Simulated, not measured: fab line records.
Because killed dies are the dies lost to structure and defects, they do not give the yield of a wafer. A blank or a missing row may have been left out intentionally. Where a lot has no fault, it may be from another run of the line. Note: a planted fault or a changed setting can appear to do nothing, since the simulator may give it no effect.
Which of the tools did it? / flow ritCmos / 15 lots with 45 wafers sampled at 2 steps, on a route of 202 steps

== WHAT EACH GAUGE READ, for each wafer ==
RIT_FOX1_THK_MEAS_01. Usual: FOX1_OXIDE_THK 348 nm, standard deviation 5.8.
lot=L715; measured=day 1 18:35; on=filmMetro-02; FOX1_OXIDE_THK (nm)=339 341 340; flag=
lot=L716; measured=day 1 23:55; on=filmMetro-01; FOX1_OXIDE_THK (nm)=360 359 355; flag=
lot=L717; measured=day 2 05:21; on=filmMetro-01; FOX1_OXIDE_THK (nm)=524 536 529; flag=OFF
lot=L718; measured=day 2 09:29; on=filmMetro-02; FOX1_OXIDE_THK (nm)=345 347 341; flag=
lot=L719; measured=day 2 16:40; on=filmMetro-02; FOX1_OXIDE_THK (nm)=526 528 536; flag=OFF
lot=L720; measured=day 2 20:32; on=filmMetro-02; FOX1_OXIDE_THK (nm)=344 348 354; flag=
lot=L721; measured=day 3 03:20; on=filmMetro-03; FOX1_OXIDE_THK (nm)=545 543 544; flag=OFF
lot=L729; measured=day 4 15:52; on=filmMetro-02; FOX1_OXIDE_THK (nm)=348 350 351; flag=
lot=L731; measured=day 5 02:35; on=filmMetro-01; FOX1_OXIDE_THK (nm)=348 350 348; flag=
lot=L732; measured=day 5 07:09; on=filmMetro-03; FOX1_OXIDE_THK (nm)=337 346 343; flag=
lot=L734; measured=day 5 17:19; on=filmMetro-01; FOX1_OXIDE_THK (nm)=352 351 347; flag=
lot=L735; measured=day 5 22:34; on=filmMetro-01; FOX1_OXIDE_THK (nm)=346 353 351; flag=
lot=L736; measured=day 6 04:32; on=filmMetro-02; FOX1_OXIDE_THK (nm)=331 336 340; flag=
lot=L737; measured=day 6 09:23; on=filmMetro-02; FOX1_OXIDE_THK (nm)=352 354 353; flag=
lot=L738; measured=day 6 13:32; on=filmMetro-03; FOX1_OXIDE_THK (nm)=356 355 358; flag=

== TOOL THAT RAN EACH LOT (tool first, then ch and the chambers of the sampled wafers, then the start) ==
lot=L715; RIT_FOX1_OXIDATION_00=furnace-04 ch 0, day 1 17:15
lot=L716; RIT_FOX1_OXIDATION_00=furnace-04 ch 0, day 1 22:37
lot=L717; RIT_FOX1_OXIDATION_00=furnace-04 ch 0, day 2 02:34
lot=L718; RIT_FOX1_OXIDATION_00=furnace-04 ch 0, day 2 08:10
lot=L719; RIT_FOX1_OXIDATION_00=furnace-04 ch 0, day 2 13:10 and furnace-03 ch 0, day 2 15:20
lot=L720; RIT_FOX1_OXIDATION_00=furnace-03 ch 0, day 2 19:12
lot=L721; RIT_FOX1_OXIDATION_00=furnace-03 ch 0, day 2 23:33
lot=L729; RIT_FOX1_OXIDATION_00=furnace-01 ch 0, day 4 14:33
lot=L731; RIT_FOX1_OXIDATION_00=furnace-04 ch 0, day 5 01:16
lot=L732; RIT_FOX1_OXIDATION_00=furnace-03 ch 0, day 5 05:50
lot=L734; RIT_FOX1_OXIDATION_00=furnace-01 ch 0, day 5 15:58
lot=L735; RIT_FOX1_OXIDATION_00=furnace-03 ch 0, day 5 21:15
lot=L736; RIT_FOX1_OXIDATION_00=furnace-01 ch 0, day 6 03:13
lot=L737; RIT_FOX1_OXIDATION_00=furnace-01 ch 0, day 6 08:04
lot=L738; RIT_FOX1_OXIDATION_00=furnace-03 ch 0, day 6 12:13
- RIT_FOX1_OXIDATION_00: target thk 350.7 nm, ox time 1130 s.

== WHAT THE TOOLS THEMSELVES READ (means of the sampled wafers that have a number; where no wafer has one, the mark that the record gives instead) ==
RIT_FOX1_OXIDATION_00. Usual: 1102.5 C for spikeTcCentreC, sd 1.3.
lot=L715; tool=furnace-04; spikeTcCentreC (C)=1102.8; flag=
lot=L716; tool=furnace-04; spikeTcCentreC (C)=1103.7; flag=
lot=L717; tool=furnace-04; spikeTcCentreC (C)=1103.6; flag=
lot=L718; tool=furnace-04; spikeTcCentreC (C)=1104.0; flag=
lot=L719; tool=furnace-04/furnace-03; spikeTcCentreC (C)=1102.5; flag=
lot=L720; tool=furnace-03; spikeTcCentreC (C)=1102.5; flag=
lot=L721; tool=furnace-03; spikeTcCentreC (C)=1102.3; flag=
lot=L729; tool=furnace-01; spikeTcCentreC (C)=1102.1; flag=
lot=L731; tool=furnace-04; spikeTcCentreC (C)=1103.5; flag=
lot=L732; tool=furnace-03; spikeTcCentreC (C)=1104.0; flag=
lot=L734; tool=furnace-01; spikeTcCentreC (C)=1101.5; flag=
lot=L735; tool=furnace-03; spikeTcCentreC (C)=1102.2; flag=
lot=L736; tool=furnace-01; spikeTcCentreC (C)=1101.6; flag=
lot=L737; tool=furnace-01; spikeTcCentreC (C)=1100.9; flag=
lot=L738; tool=furnace-03; spikeTcCentreC (C)=1102.4; flag=

== THE ANSWER, worked out from the rows above alone ==
Rule: a lot is off if the mean of its wafers that have a number lies more than 3 standard deviations from the usual mean. A lot without any number at a reading at which 4 lots or more have one is off too. All remaining lots with rows at the step are treated as sound. After the gauges, taken in route order, come the tools' own readings; for these a lot's mean is taken, as printed above. At the first step where some lot is off, the reading lying furthest off is the one used; lots without a number count as furthest.
Off: L717, L719, L721, seen at RIT_FOX1_THK_MEAS_01 (FOX1_OXIDE_THK).
If a tool, at a process step before that reading, ran all the lots that are off and no sound lot after the first of them, it fits. Those tools and the gauges at RIT_FOX1_THK_MEAS_01 are tried in the same way. No candidate that was tried fits.

== WHAT HAD BEEN PUT IN BY THE SIMULATOR ==
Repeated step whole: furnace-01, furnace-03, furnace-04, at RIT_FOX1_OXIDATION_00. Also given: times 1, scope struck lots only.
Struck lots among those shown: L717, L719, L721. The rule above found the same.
